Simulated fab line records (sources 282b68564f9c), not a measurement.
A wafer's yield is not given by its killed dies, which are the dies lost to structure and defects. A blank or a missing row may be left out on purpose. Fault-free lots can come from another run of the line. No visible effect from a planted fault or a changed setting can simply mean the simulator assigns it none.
fab line records ; flow rit_cmos
record: lots: 6; wafers: 18; last_day: 7
route steps=202 shown M1@184
lots that met no fault: from a run of the same line without faults
start_h: hours from the record's first day to the start of the lot's first wafer shown ; wait_h: how many hours have passed since the lot's step before this one ; " as in the row above ; L1.1+2: one row covering several wafers at once ; - no value, or no start given ; * or withheld: withheld ; < > ~ a bound
route shown NAME@n: NAME is a module with steps in the file, n the number in the route of the first one ; usual: mean/standard deviation of fault-free wafers ; same: alike in all rows ; chamber/n: place in a boat ; sites: per-site readings ; _std_site: the values' standard deviation ; _edge_site: outer sites' mean less inner sites' ; radius_mm: for every site, how far away it sits from the centre of the wafer ; mask NAME#n: copy n ; behind: the tool/chamber that last shaped the wafer ; hold: reason for holding the lot/hours on hold/outcome of the hold ; device: names the non-switching transistor (n, p or np) ; end of line: the route-end tests of the same wafers ; step lacking rows: just its recipe ; killed: dies lost to structure and defects at the first sort, not the wafer's yield ; map: shows each die of a wafer: x if killed, . if not, _ if none is there
set.NAME: the setting that was run; set.NAME@STEP: the one run at that earlier step ; model.NAME: the simulator's own value behind a step, which no gauge read
lots seen at some steps along the route; tables by step, rows by wafer
services: when a tool's chamber went out of use (start_h, in hours from the record's first day, below 0 if earlier), for how many hours, and the reason
== steps ==
step: RIT_M1_SPUTTER_00
recipe: material: Al; target_thk_nm: 400; power_w: 2000; chamber_pressure_pa: 0.4; gas: Ar; time_s: 500; substrate_temp_c: 25
usual: throttle_valve_pct: 30.1/0.58
lot.wafer;tool;chamber;start_h;wait_h;throttle_valve_pct
L827.2;pvd_sputter-03;-;81.52;0.0;29.9
L827.3;pvd_sputter-03;-;81.52;0.0;30.1
L827.6;pvd_sputter-03;-;81.52;0.0;30.7
L832.1;pvd_sputter-03;-;105.91;0.0;29.7
L832.3;pvd_sputter-03;-;105.91;0.0;30.1
L832.4;pvd_sputter-03;-;105.91;0.0;30.5
L839.3;pvd_sputter-02;-;139.10;0.0;29.0
L839.4;pvd_sputter-02;-;139.10;0.0;29.5
L839.5;pvd_sputter-02;-;139.10;0.0;30.0
L840.3;pvd_sputter-03;-;140.23;0.0;30.1
L840.4;pvd_sputter-03;-;140.23;0.0;30.1
L840.6;pvd_sputter-03;-;140.23;0.0;29.6
L843.1;pvd_sputter-02;-;159.10;0.0;29.1
L843.3;pvd_sputter-02;-;159.10;0.0;29.9
L843.6;pvd_sputter-02;-;159.10;0.0;30.3
L845.2;pvd_sputter-04;-;167.90;0.0;30.3
L845.3;pvd_sputter-04;-;167.90;0.0;30.6
L845.6;pvd_sputter-04;-;167.90;0.0;31.3
step: RIT_M1_RS_MEAS_01
recipe: thk_meas_gauge: four-point-probe; reads: Al_of_M1_SPUTTER_00
usual: M1_AL_RS: 0.0731/0.00081
lot.wafer;tool;chamber;start_h;wait_h;M1_AL_RS[ohm/sq]
L827.2;film_metro-03;-;81.84;0.2;0.0730
L827.3;film_metro-03;-;81.84;0.2;0.0734
L827.6;film_metro-03;-;81.84;0.2;0.0726
L832.1;film_metro-02;-;106.20;0.1;0.0726
L832.3;film_metro-02;-;106.20;0.1;0.0717
L832.4;film_metro-02;-;106.20;0.1;0.0724
L839.3;film_metro-03;-;139.43;0.2;0.0743
L839.4;film_metro-03;-;139.43;0.2;0.0742
L839.5;film_metro-03;-;139.43;0.2;0.0737
L840.3;film_metro-02;-;140.56;0.2;0.0731
L840.4;film_metro-02;-;140.56;0.2;0.0730
L840.6;film_metro-02;-;140.56;0.2;0.0731
L843.1;film_metro-03;-;159.40;0.1;0.0725
L843.3;film_metro-03;-;159.40;0.1;0.0714
L843.6;film_metro-03;-;159.40;0.1;0.0718
L845.2;film_metro-02;-;168.21;0.2;0.0731
L845.3;film_metro-02;-;168.21;0.2;0.0738
L845.6;film_metro-02;-;168.21;0.2;0.0742
step: RIT_M1_THK_MEAS_02
recipe: thk_meas_gauge: xrf; reads: Al_of_M1_SPUTTER_00
usual: M1_AL_THK: 400/4.6
lot.wafer;tool;chamber;start_h;wait_h;M1_AL_THK[nm]
L827.2;film_metro-03;-;81.95;0.1;401
L827.3;film_metro-03;-;81.95;0.1;401
L827.6;film_metro-03;-;81.95;0.1;404
L832.1;film_metro-02;-;106.32;0.1;402
L832.3;film_metro-02;-;106.32;0.1;407
L832.4;film_metro-02;-;106.32;0.1;401
L839.3;film_metro-03;-;139.53;0.1;396
L839.4;film_metro-03;-;139.53;0.1;396
L839.5;film_metro-03;-;139.53;0.1;398
L840.3;film_metro-02;-;140.66;0.1;397
L840.4;film_metro-02;-;140.66;0.1;397
L840.6;film_metro-02;-;140.66;0.1;399
L843.1;film_metro-03;-;159.52;0.1;405
L843.3;film_metro-03;-;159.52;0.1;411
L843.6;film_metro-03;-;159.52;0.1;410
L845.2;film_metro-02;-;168.32;0.1;396
L845.3;film_metro-02;-;168.32;0.1;398
L845.6;film_metro-02;-;168.32;0.1;394
step: RIT_M1_HMDS_03
recipe: prime_time_s: 60; prime_temp_c: 140
step: RIT_M1_COAT_04
recipe: resist: NOVOLAK; spin_rpm: 2000; resist_thk_nm: 1300
step: RIT_M1_SOFTBAKE_05
recipe: resist: NOVOLAK; temp_c: 90; time_s: 60
step: RIT_M1_EXPOSE_06
recipe: mask_id: M12; na: 0.6; source_shape: conventional; sigma_outer: 0.5; target_cd_nm: 2600; dose_mj: 250
step: RIT_M1_PEB_07
recipe: resist: NOVOLAK; temp_c: withheld; time_s: withheld
step: RIT_M1_DEVELOP_08
recipe: resist: NOVOLAK; develop_time_s: 68; dev_temp_c: 23
step: RIT_M1_CD_MEAS_09
recipe: target_cd_nm: 2600
usual: cd_nm: 2600.0/2.4
lot.wafer;tool;chamber;start_h;wait_h;cd_nm
L827.2;cd_sem-01;-;83.02;-;2602.3
L827.3;cd_sem-01;-;83.02;-;2601.0
L827.6;cd_sem-01;-;83.02;-;2599.9
L832.1;cd_sem-02;-;107.43;-;2602.6
L832.3;cd_sem-02;-;107.43;-;2601.4
L832.4;cd_sem-02;-;107.43;-;2599.3
L839.3;cd_sem-02;-;140.61;-;2597.9
L839.4;cd_sem-02;-;140.61;-;2598.9
L839.5;cd_sem-02;-;140.61;-;2597.2
L840.3;cd_sem-01;-;141.62;-;2602.3
L840.4;cd_sem-01;-;141.62;-;2601.0
L840.6;cd_sem-01;-;141.62;-;2600.7
L843.1;cd_sem-02;-;160.58;-;2594.6
L843.3;cd_sem-02;-;160.58;-;2596.5
L843.6;cd_sem-02;-;160.58;-;2596.7
L845.2;cd_sem-01;-;169.40;-;2599.1
L845.3;cd_sem-01;-;169.40;-;2601.5
L845.6;cd_sem-01;-;169.40;-;2602.5
step: RIT_M1_OVL_MEAS_10
usual: M1_OVL: 0.5/1.5
lot.wafer;tool;chamber;start_h;wait_h;M1_OVL[nm]
L827.2;overlay-02;-;83.13;0.1;2.7
L827.3;overlay-02;-;83.13;0.1;2.4
L827.6;overlay-02;-;83.13;0.1;1.3
L832.1;overlay-02;-;107.55;0.1;0.9
L832.3;overlay-02;-;107.55;0.1;-1.1
L832.4;overlay-02;-;107.55;0.1;0.7
L839.3;overlay-02;-;140.71;0.1;-2.0
L839.4;overlay-02;-;140.71;0.1;-1.6
L839.5;overlay-02;-;140.71;0.1;0.5
L840.3;overlay-02;-;141.71;0.1;2.8
L840.4;overlay-02;-;141.71;0.1;2.6
L840.6;overlay-02;-;141.71;0.1;1.5
L843.1;overlay-02;-;160.70;0.1;-1.8
L843.3;overlay-02;-;160.70;0.1;-1.1
L843.6;overlay-02;-;160.70;0.1;-0.8
L845.2;overlay-01;-;169.50;0.1;1.6
L845.3;overlay-01;-;169.50;0.1;0.5
L845.6;overlay-01;-;169.50;0.1;1.5
step: RIT_M1_HARDBAKE_11
recipe: resist: NOVOLAK; temp_c: 140; time_s: 120
step: RIT_M1_METAL_ETCH_12
recipe: stop_on: SiO2; chemistry: Cl2/BCl3; target: Al; time_s: 165; over_etch_frac: 0.5; pressure_mtorr: 100; target_depth_a: 6000; rf_w: 250; Cl2_flow_sccm: 60; bcl3_flow_sccm: 50
usual: drypump_motor_current_A: 5.4/0.33; oes_product_au: 0.779/0.012; throttle_valve_pct: 8.25/0.13
lot.wafer;tool;chamber;start_h;wait_h;drypump_motor_current_A;oes_product_au;rf_hours_counter_h;throttle_valve_pct;model.NOVOLAK_of_M1_COAT_04.thk_nm
L827.2;rie_metal-03;0;83.59;0.2;4.9;0.791;1;8.26;799.3
L827.3;rie_metal-03;1;83.59;0.2;5.6;0.772;-;8.35;826
L827.6;rie_metal-03;0;83.59;0.2;4.9;0.793;-;8.24;801.1
L832.1;rie_metal-04;0;107.84;0.2;5.8;0.771;3;8.35;805.5
L832.3;rie_metal-04;0;107.84;0.2;5.8;0.781;-;8.36;802.4
L832.4;rie_metal-04;1;107.84;0.2;5.4;0.766;-;8.24;807.6
L839.3;rie_metal-03;1;141.03;0.2;5.6;0.768;-;8.34;819.7
L839.4;rie_metal-03;0;141.03;0.2;4.8;0.787;-;8.23;797.2
L839.5;rie_metal-03;1;141.03;0.2;5.6;0.770;-;8.36;819
L840.3;rie_metal-04;1;142.04;0.2;5.3;0.764;-;8.26;809.7
L840.4;rie_metal-04;0;142.04;0.2;5.9;0.771;-;8.35;795.1
L840.6;rie_metal-04;0;142.04;0.2;5.9;0.779;-;8.35;792.2
L843.1;rie_metal-04;0;160.99;0.2;5.9;0.773;4;8.34;791.9
L843.3;rie_metal-04;1;160.99;0.2;5.3;0.772;-;8.23;806.3
L843.6;rie_metal-04;1;160.99;0.2;5.3;0.772;-;8.24;805.9
L845.2;rie_metal-01;1;169.78;0.2;5.2;0.792;0;8.31;806.8
L845.3;rie_metal-01;1;169.78;0.2;5.2;0.782;-;8.31;803.3
L845.6;rie_metal-01;1;169.78;0.2;5.2;0.780;-;8.31;804.7
step: RIT_M1_STRIP_13
recipe: chemistry: nmp; resist: NOVOLAK; temp_c: 80; time_s: 600; dry: n2_spin
step: RIT_M1_PROBE_99
usual: defect_limited_yield: 97.4/1.2; killed_at_contacts: 0.1/0.27; killed_at_front_end: 7/3.1; killed_dies: 7/3.1; killed_open: 3.3/2.1; killed_short: 3.5/2; sort_bin_3_pad_short: 0.1/0.21; sort_bin_5_function: 1.5/0.83; sort_bin_6_memory: 1.0/0.65; sort_n_pass: 257/3.1; sort_yield_pct: 97.4/1.2
same: gross_dies: 264; killed_at_M0_to_M3: 0; killed_at_M4_up: 0; killed_at_back_side: 0; killed_at_other: 0
lot.wafer;tool;chamber;start_h;wait_h;defect_limited_yield[%];killed_at_contacts;killed_at_front_end;killed_dies;killed_open;killed_short;sort_bin_3_pad_short[%];sort_bin_5_function[%];sort_bin_6_memory[%];sort_n_pass;sort_yield_pct[%]
L827.2;prober-02;-;85.89;0.1;98.9;0;3;3;1;2;0.4;0.4;0.4;261;98.9
L827.3;prober-02;-;85.94;0.2;98.1;0;5;5;3;2;0;1.5;0.4;259;98.1
L827.6;prober-02;-;86.09;0.2;97.7;0;6;6;2;4;0.4;1.1;0.8;258;97.7
L832.1;prober-01;-;110.09;0.1;96.6;0;9;9;4;5;0.4;1.9;1.1;255;96.6
L832.3;prober-01;-;110.19;0.2;98.5;0;4;4;1;3;0;1.1;0.4;260;98.5
L832.4;prober-01;-;110.24;0.2;97.3;0;7;7;4;3;0;1.9;0.8;257;97.3
L840.3;prober-01;-;144.83;0.2;94.3;0;15;15;7;8;0;3.8;1.9;249;94.3
L840.4;prober-01;-;144.88;0.2;97.3;0;7;7;4;3;0;2.3;0.4;257;97.3
L840.6;prober-01;-;144.98;0.2;96.6;0;9;9;4;5;0;2.3;1.1;255;96.6
L845.2;prober-01;-;172.09;0.1;97.7;0;6;6;2;4;0;1.5;0.8;258;97.7
L845.3;prober-01;-;172.14;0.2;98.1;0;5;5;1;4;0;1.5;0.4;259;98.1
L845.6;prober-01;-;172.29;0.2;98.5;0;4;4;2;2;0;0.8;0.8;260;98.5
killed by level:class
L827.2 SPACER:geometric_particle:open=1 SPACER:geometric_particle:short=1 SILICIDE:geometric_particle:short=1
L827.3 GATE:geometric_particle:open=2 FOX2:geometric_particle:open=1 GATE:geometric_particle:short=1 SPACER:geometric_particle:short=1
L827.6 FOX2:geometric_particle:short=2 GATE:geometric_particle:open=2 GATE:geometric_particle:short=2
L832.1 FOX1:geometric_particle:open=2 REOX:geometric_particle:short=2 SILICIDE:geometric_particle:short=2 FOX1:geometric_particle:short=1 FOX2:geometric_particle:open=1 GATE:geometric_particle:open=1
L832.3 FOX1:geometric_particle:open=1 FOX2:geometric_particle:short=1 GATE:geometric_particle:short=1 SILICIDE:geometric_particle:short=1
L832.4 SPACER:geometric_particle:open=2 SILICIDE:geometric_particle:short=2 FOX2:geometric_particle:open=1 GATE:geometric_particle:short=1 SILICIDE:geometric_particle:open=1
L840.3 GATE:geometric_particle:short=6 GATE:geometric_particle:open=5 SPACER:geometric_particle:open=2 SPACER:geometric_particle:short=1 SILICIDE:geometric_particle:short=1
L840.4 GATE:geometric_particle:open=2 FOX1:geometric_particle:open=1 GATE:geometric_particle:short=1 REOX:geometric_particle:short=1 SPACER:geometric_particle:open=1 SILICIDE:geometric_particle:short=1
L840.6 SPACER:geometric_particle:short=3 GATE:geometric_particle:short=2 FOX1:geometric_particle:open=1 FOX2:geometric_particle:open=1 GATE:geometric_particle:open=1 REOX:geometric_particle:open=1
L845.2 GATE:geometric_particle:open=1 GATE:geometric_particle:short=1 REOX:geometric_particle:short=1 SPACER:geometric_particle:short=1 SILICIDE:geometric_particle:short=1 SILICIDE:geometric_particle:open=1
L845.3 FOX2:geometric_particle:short=2 FOX1:geometric_particle:short=1 GATE:geometric_particle:open=1 GATE:geometric_particle:short=1
L845.6 REOX:geometric_particle:open=1 REOX:geometric_particle:short=1 SILICIDE:geometric_particle:open=1 SILICIDE:geometric_particle:short=1
== services ==
tool;chamber;start_h;hours;kind
pvd_sputter-04;-;67.49;6.4;repair
pvd_sputter-02;-;85.12;10.3;repair
pvd_sputter-03;-;133.95;0.5;repair
rie_metal-01;-;136.12;20.0;pm
rie_metal-01;0;136.12;20.0;vent_cycle
rie_metal-01;1;136.12;20.0;vent_cycle
pvd_sputter-04;-;138.15;4.2;repair
rie_metal-01;0;156.12;-;clean
rie_metal-01;1;156.12;-;clean
== key ==
first_sign none at tools or gauges
model_effect: step: RIT_M1_METAL_ETCH_12; value: NOVOLAK_of_M1_COAT_04.thk_nm; without: 807.2; struck: 793.1
met_at RIT_M1_METAL_ETCH_12
struck_wafers L840.4,L840.6,L843.1
onset_between 107.84 142.04
fault: kind: process_parameter_drift; tool: rie_metal-04; chamber: 0; onset_h: 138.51; steps: RIT_M1_METAL_ETCH_12; channel: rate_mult; offset: 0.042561; shape: step; end_h: 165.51
